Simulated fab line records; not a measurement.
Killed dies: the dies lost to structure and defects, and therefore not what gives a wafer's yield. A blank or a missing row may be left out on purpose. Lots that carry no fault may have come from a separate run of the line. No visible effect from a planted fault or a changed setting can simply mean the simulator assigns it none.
fab line records | flow berkeley_cmos170
record: lots: 13 wafers: 39 last_day: 12
route steps=331 shown PFIELD@87 CONTACT@224 M3@311
lots that met no fault: taken from a fault-free run of the same line
start_h: hours from the record's first day to the start of the lot's first wafer shown | wait_h: hours from the lot's prior step to this one | " same as the row above | L1.1+2: one row covering several wafers at once | - no value, or no start given | * or withheld: withheld | < > ~ a bound
route shown NAME@n: NAME is a module with steps in the file, n the number in the route of the first one | usual: mean/standard deviation of fault-free wafers | same: alike in all rows | chamber/n: place in a boat | sites: the reading at each site | _std_site: standard deviation across them | _edge_site: inner sites' mean taken away from outer sites' mean | radius_mm: for every site, how far away it sits from the centre of the wafer | mask NAME#n: copy n | behind: the last tool/chamber to shape the wafer | hold: the reason the lot was held/the length of the hold in hours/how it ended | device: the n, p or np transistor that did not switch | end of line: tests of these same wafers at the route's end | a step given without rows: its recipe and nothing more | killed: count of dies lost to structure and defects at first sort (not the wafer's yield) | map: shows each die of a wafer: x if killed, . if not, _ if none is there
set.NAME: setting as actually run; set.NAME@STEP: the setting as run at that earlier step | model.NAME: the simulator's own value behind a step, which no gauge read
the route's steps for a sample of lots (tables are steps, rows are wafers)
services: when a tool's chamber went out of use (start_h, in hours from the record's first day, below 0 if earlier), for how many hours, and the reason
== steps ==
step: UCB170_PFIELD_STRIP_08
recipe: chemistry: O2 power_w: 400 pressure_mtorr: 3500 platen_temp_c: withheld o2_flow_sccm: 400 overash_fraction: 0.5
usual: drypump_motor_current_A: 5.7/0.57 oes_product_au: 0.735/0.0046 strip_time_to_endpoint_s: 21.66/0.057
columns lot.wafer tool chamber start_h wait_h drypump_motor_current_A oes_product_au rf_hours_counter_h strip_time_to_endpoint_s
L477.1 plasma_asher-04 0 80.37 0.1 5.1 0.737 32 21.63
L477.2 " 1 " " 5.5 0.736 32 21.67
L477.5 " 0 " " 5.1 0.738 - 21.61
L479.1 plasma_asher-02 0 80.64 0.1 6.4 0.745 39 21.68
L479.3 " 0 " " 6.5 0.737 - 21.63
L479.6 " 0 " " 6.5 0.735 - 21.76
L481.1 plasma_asher-04 0 96.35 0.1 5.1 0.733 34 21.63
L481.2 " 1 " " 5.5 0.719 34 21.65
L481.3 " 1 " " 5.5 0.733 - 21.64
L480.2 plasma_asher-01 1 103.79 0.1 5.8 0.734 35 21.61
L480.4 " 1 " " 5.8 0.732 - 21.70
L480.6 " 0 " " 5.0 0.734 - 21.73
L483.3 plasma_asher-01 1 104.24 0.1 5.8 0.735 - 21.69
L483.5 " 0 " " 5.0 0.740 - 21.66
L483.6 " 1 " " 5.8 0.733 - 21.63
L484.1 plasma_asher-01 0 112.24 0.1 5.0 0.735 36 21.65
L484.3 " 0 " " 5.0 0.733 - 21.73
L484.6 " 1 " " 5.8 0.734 - 21.70
L487.3 plasma_asher-02 1 125.68 0.1 6.6 0.739 - 21.62
L487.4 " 0 " " 6.4 0.731 - 21.56
L487.5 " 1 " " 6.6 0.730 - 21.62
L486.1 plasma_asher-04 1 127.69 0.1 5.5 0.737 38 21.65
L486.3 " 1 " " 5.5 0.741 - 21.72
L486.5 " 0 " " 5.1 0.738 - 21.64
L489.1 plasma_asher-01 1 135.99 0.1 5.8 0.734 39 21.57
L489.4 " 0 " " 5.0 0.734 - 21.62
L489.5 " 0 " " 5.0 0.746 - 21.68
L494.1 plasma_asher-02 1 151.51 0.1 6.6 0.731 49 21.68
L494.3 " 0 " " 6.5 0.731 - 21.65
L494.5 " 1 " " 6.6 0.741 - 21.77
L496.3 plasma_asher-04 1 167.34 0.1 5.6 0.726 - 21.70
L496.4 " 0 " " 5.1 0.734 - 21.73
L496.5 " 0 " " 5.2 0.729 - 21.74
L497.2 plasma_asher-01 0 175.09 0.1 5.0 0.730 42 21.63
L497.3 " 0 " " 5.0 0.737 - 21.64
L497.5 " 1 " " 5.8 0.744 - 21.60
L498.1 plasma_asher-02 1 190.17 0.1 6.6 0.736 52 21.63
L498.5 " 1 " " 6.6 0.735 - 21.70
L498.6 " 0 " " 6.4 0.728 - 21.61
step: UCB170_CONTACT_RTA_08
recipe: temp_c: 900 time_s: 10 ambient: N2
usual: lamp_power_pct: 25.6/1.9 wafer_temp_C_max: 903.1/0.66
columns lot.wafer tool chamber start_h wait_h lamp_power_pct wafer_temp_C_max
L477.1 rtp_anneal-02 0 135.58 0.0 23.9 902.8
L477.2 " 0 " " 23.9 903.5
L477.5 " 0 " " 23.9 903.5
L479.1 rtp_anneal-01 0 135.65 0.1 27.7 902.7
L479.3 " 0 " " 27.7 902.4
L479.6 " 0 " " 27.7 902.9
L481.1 rtp_anneal-02 0 156.71 0.0 23.9 902.8
L481.2 " 0 " " 23.9 902.2
L481.3 " 0 " " 23.9 903.4
L480.2 rtp_anneal-02 0 159.11 0.0 23.9 903.3
L480.4 " 0 " " 23.9 904.2
L480.6 " 0 " " 23.9 902.3
L483.3 rtp_anneal-02 0 160.90 0.0 23.9 904.0
L483.5 " 0 " " 23.9 903.8
L483.6 " 0 " " 23.9 902.9
L484.1 rtp_anneal-01 0 170.27 0.0 27.6 902.8
L484.3 " 0 " " 27.6 901.9
L484.6 " 0 " " 27.7 902.9
L486.1 rtp_anneal-01 0 188.41 0.0 27.7 903.9
L486.3 " 0 " " 27.7 903.0
L486.5 " 0 " " 27.6 903.3
L487.3 rtp_anneal-02 0 188.43 0.0 23.9 903.2
L487.4 " 0 " " 23.9 902.9
L487.5 " 0 " " 23.9 903.3
L489.1 rtp_anneal-02 0 188.48 0.1 23.9 902.6
L489.4 " 0 " " 23.9 902.7
L489.5 " 0 " " 23.9 902.1
L494.1 rtp_anneal-02 0 212.92 0.0 23.9 902.2
L494.3 " 0 " " 23.9 903.5
L494.5 " 0 " " 23.9 903.1
L496.3 rtp_anneal-02 0 228.13 0.0 23.9 904.1
L496.4 " 0 " " 23.9 902.9
L496.5 " 0 " " 23.9 902.4
L497.2 rtp_anneal-01 0 235.55 0.0 27.7 904.3
L497.3 " 0 " " 27.7 902.2
L497.5 " 0 " " 27.7 904.4
L498.1 rtp_anneal-01 0 255.39 0.0 27.7 903.6
L498.5 " 0 " " 27.6 902.1
L498.6 " 0 " " 27.7 902.6
step: UCB170_M3_RS_MEAS_02
recipe: thk_meas_gauge: four-point-probe reads: Al_of_M3_SPUTTER_01
usual: M3_AL_RS: 0.0322/0.00035
columns lot.wafer tool chamber start_h wait_h M3_AL_RS[ohm/sq]
L479.1 film_metro-03 - 153.93 0.0 0.0320
L479.3 " - " " 0.0318
L479.6 " - " " 0.0321
L477.1 film_metro-01 - 154.44 0.0 0.0326
L477.2 " - " " 0.0329
L477.5 " - " " 0.0329
L480.2 film_metro-02 - 174.35 0.1 0.0330
L480.4 " - " " 0.0328
L480.6 " - " " 0.0333
L481.1 film_metro-01 - 174.61 0.0 0.0322
L481.2 " - " " 0.0325
L481.3 " - " " 0.0325
L483.3 film_metro-02 - 178.54 0.1 0.0321
L483.5 " - " " 0.0322
L483.6 " - " " 0.0322
L484.1 film_metro-03 - 190.35 0.0 0.0321
L484.3 " - " " 0.0323
L484.6 " - " " 0.0325
L487.3 film_metro-03 - 204.47 0.1 0.0326
L487.4 " - " " 0.0323
L487.5 " - " " 0.0325
L486.1 film_metro-03 - 205.00 0.0 0.0322
L486.3 " - " " 0.0324
L486.5 " - " " 0.0322
L489.1 film_metro-01 - 205.24 0.0 0.0321
L489.4 " - " " 0.0323
L489.5 " - " " 0.0323
L494.1 film_metro-01 - 230.61 0.0 0.0324
L494.3 " - " " 0.0324
L494.5 " - " " 0.0321
L496.3 film_metro-02 - 247.42 0.1 0.0323
L496.4 " - " " 0.0320
L496.5 " - " " 0.0319
L497.2 film_metro-03 - 253.02 0.1 0.0313
L497.3 " - " " 0.0319
L497.5 " - " " 0.0316
L498.1 film_metro-02 - 273.62 0.0 0.0325
L498.5 " - " " 0.0321
L498.6 " - " " 0.0324
step: UCB170_M3_METAL_ETCH_18
recipe: chemistry: Cl2/BCl3 target: Al stop_on: SiO2 pressure_mtorr: 12 target_depth_a: 11700 over_etch_frac: 0.3 time_s: 190.4 icp_w: 600 bias_w: 120 Cl2_flow_sccm: 90 bcl3_flow_sccm: 45
usual: drypump_motor_current_A: 5.5/0.46 oes_product_au: 0.867/0.012 throttle_valve_pct: 24.32/0.23
columns lot.wafer tool chamber start_h wait_h drypump_motor_current_A oes_product_au rf_hours_counter_h throttle_valve_pct
L479.1 rie_metal-02 1 156.38 - 5.4 0.884 1.0 24.32
L479.3 " 1 " " 5.4 0.887 - 24.32
L479.6 " 0 " " 6.3 0.861 - 24.27
L477.1 rie_metal-03 0 156.80 - 4.9 0.876 6.4 24.07
L477.2 " 0 " " 4.9 0.874 - 24.09
L477.5 " 0 " " 4.9 0.865 - 24.09
L480.2 rie_metal-02 0 176.54 - 6.3 0.846 2.6 24.27
L480.4 " 0 " " 6.3 0.837 - 24.28
L480.6 " 1 " " 5.4 0.868 - 24.34
L481.1 rie_metal-03 1 176.95 - 5.2 0.854 0.2 24.84
L481.2 " 0 " " 4.9 0.879 7.2 24.09
L481.3 " 0 " " 4.9 0.883 - 24.08
L483.3 rie_metal-04 0 181.02 - 5.4 0.866 - 24.21
L483.5 " 0 " " 5.4 0.867 - 24.21
L483.6 " 1 " " 5.6 0.855 - 24.38
L484.1 rie_metal-04 1 193.33 - 5.6 0.864 3.1 24.39
L484.3 " 0 " " 5.4 0.861 - 24.21
L484.6 " 1 " " 5.6 0.863 - 24.39
L487.3 rie_metal-03 0 207.41 - 4.9 0.873 - 24.09
L487.4 " 1 " " 5.2 0.851 - 24.86
L487.5 " 0 " " 4.9 0.873 - 24.08
L486.1 rie_metal-02 0 207.88 - 6.3 0.860 3.5 24.28
L486.3 " 0 " " 6.3 0.847 - 24.27
L486.5 " 0 " " 6.3 0.855 - 24.26
L489.1 rie_metal-04 0 208.16 - 5.4 0.866 7.6 24.21
L489.4 " 1 " " 5.6 0.852 - 24.40
L489.5 " 1 " " 5.6 0.860 - 24.39
L494.1 rie_metal-04 0 234.13 - 5.4 0.954 8.4 24.15
L494.3 " 0 " " 5.4 0.953 - 24.16
L494.5 " 0 " " 5.4 0.963 - 24.17
L496.3 rie_metal-02 0 249.84 - 6.3 0.857 - 24.29
L496.4 " 1 " " 5.4 0.886 - 24.34
L496.5 " 1 " " 5.4 0.880 - 24.34
L497.2 rie_metal-02 1 255.20 - 5.3 0.891 4.2 24.32
L497.3 " 1 " " 5.4 0.883 - 24.32
L497.5 " 0 " " 6.3 0.868 - 24.24
L498.1 rie_metal-03 1 277.68 - 5.2 0.856 2.4 24.86
L498.5 " 0 " " 4.9 0.880 - 24.06
L498.6 " 1 " " 5.2 0.864 - 24.86
step: UCB170_M3_STRIP_19
recipe: chemistry: O2 power_w: 400 pressure_mtorr: 3500 platen_temp_c: withheld o2_flow_sccm: 400 overash_fraction: 0.5
usual: drypump_motor_current_A: 5.8/0.57 oes_product_au: 0.561/0.011
columns lot.wafer tool chamber start_h wait_h drypump_motor_current_A oes_product_au rf_hours_counter_h
L479.1 plasma_asher-02 0 156.57 0.1 6.5 0.578 49
L479.3 " 0 " " 6.5 0.574 -
L479.6 " 1 " " 6.6 0.549 -
L477.1 plasma_asher-02 0 157.17 0.3 6.5 0.553 49
L477.2 " 1 " " 6.6 0.556 49
L477.5 " 0 " " 6.5 0.542 -
L480.2 plasma_asher-03 1 176.73 0.1 5.3 0.557 7
L480.4 " 1 " " 5.3 0.564 -
L480.6 " 1 " " 5.3 0.579 -
L481.1 plasma_asher-01 0 177.13 0.1 5.0 0.564 42
L481.2 " 1 " " 5.8 0.558 42
L481.3 " 1 " " 5.8 0.550 -
L483.3 plasma_asher-03 1 181.18 0.1 5.3 0.563 -
L483.5 " 0 " " 5.9 0.570 -
L483.6 " 1 " " 5.3 0.539 -
L484.1 plasma_asher-03 1 193.52 0.1 5.3 0.542 8
L484.3 " 0 " " 5.9 0.571 -
L484.6 " 1 " " 5.4 0.544 -
L487.3 plasma_asher-01 0 207.57 0.1 5.0 0.556 -
L487.4 " 1 " " 5.8 0.565 -
L487.5 " 0 " " 5.0 0.559 -
L486.1 plasma_asher-01 1 208.07 0.1 5.8 0.555 46
L486.3 " 0 " " 5.0 0.549 -
L486.5 " 0 " " 5.0 0.559 -
L489.1 plasma_asher-03 1 208.34 0.1 5.4 0.577 10
L489.4 " 1 " " 5.3 0.546 -
L489.5 " 0 " " 5.9 0.551 -
L494.1 plasma_asher-02 0 234.32 0.1 6.5 0.672 57
L494.3 " 1 " " 6.6 0.680 -
L494.5 " 0 " " 6.5 0.670 -
L496.3 plasma_asher-03 0 250.00 0.1 5.9 0.560 -
L496.4 " 1 " " 5.4 0.565 -
L496.5 " 1 " " 5.4 0.567 -
L497.2 plasma_asher-02 0 255.39 0.1 6.5 0.578 59
L497.3 " 1 " " 6.6 0.571 -
L497.5 " 0 " " 6.4 0.562 -
L498.1 plasma_asher-01 1 277.87 0.1 5.8 0.573 54
L498.5 " 1 " " 5.8 0.561 -
L498.6 " 0 " " 5.0 0.573 -
== services ==
columns tool chamber start_h hours kind
plasma_asher-03 - 59.33 2.8 pm
plasma_asher-01 - 65.50 0.3 repair
plasma_asher-01 - 66.56 8.9 repair
plasma_asher-03 - 73.84 14.6 pm
plasma_asher-01 - 75.80 23.4 repair
rie_metal-02 0 88.32 - clean
rie_metal-02 0 88.32 20.4 scheduled_down
rie_metal-02 0 88.32 20.4 vent_cycle
plasma_asher-01 - 90.60 0.9 repair
rie_metal-02 1 108.75 - clean
rie_metal-02 1 108.75 17.9 scheduled_down
rie_metal-02 1 108.75 17.9 vent_cycle
plasma_asher-03 - 108.75 9.0 pm
plasma_asher-03 0 108.75 9.0 vent_cycle
plasma_asher-01 - 145.87 6.6 repair
plasma_asher-02 - 204.21 5.4 repair
plasma_asher-01 - 209.15 2.3 repair
plasma_asher-04 - 214.87 0.4 repair
rtp_anneal-01 - 224.21 5.2 pm
rie_metal-02 1 227.96 5.0 repair
rie_metal-03 - 238.09 14.6 pm
plasma_asher-03 - 252.85 5.8 repair
rie_metal-04 1 257.99 11.5 repair
plasma_asher-03 - 270.20 6.8 repair
== key ==
first_sign: step: UCB170_M3_METAL_ETCH_18 reading: oes_product_au direction: up sigmas: 7.4 usual: 0.867 struck: 0.956
effect: step: UCB170_M3_STRIP_19 reading: oes_product_au direction: up sigmas: 9.9 usual: 0.561 struck: 0.674
met_at UCB170_M3_METAL_ETCH_18
struck_lots L494
struck_wafers L494.1,L494.3,L494.5
sort_left_out L494.1,L494.3,L494.5
not_acting_at UCB170_PFIELD_STRIP_08,UCB170_CONTACT_RTA_08,UCB170_M3_RS_MEAS_02
onset_between 208.16 234.13
fault: kind: process_parameter_drift tool: rie_metal-04 chamber: 0 onset_h: 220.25 steps: UCB170_M3_METAL_ETCH_18 channel: target_depth_a offset: * shape: step end_h: 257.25 acts_in: * stated: *
sort_left_out: the simulated sort isn't trusted on such a fault, so these wafers' sort isn't shown, and their yield isn't known
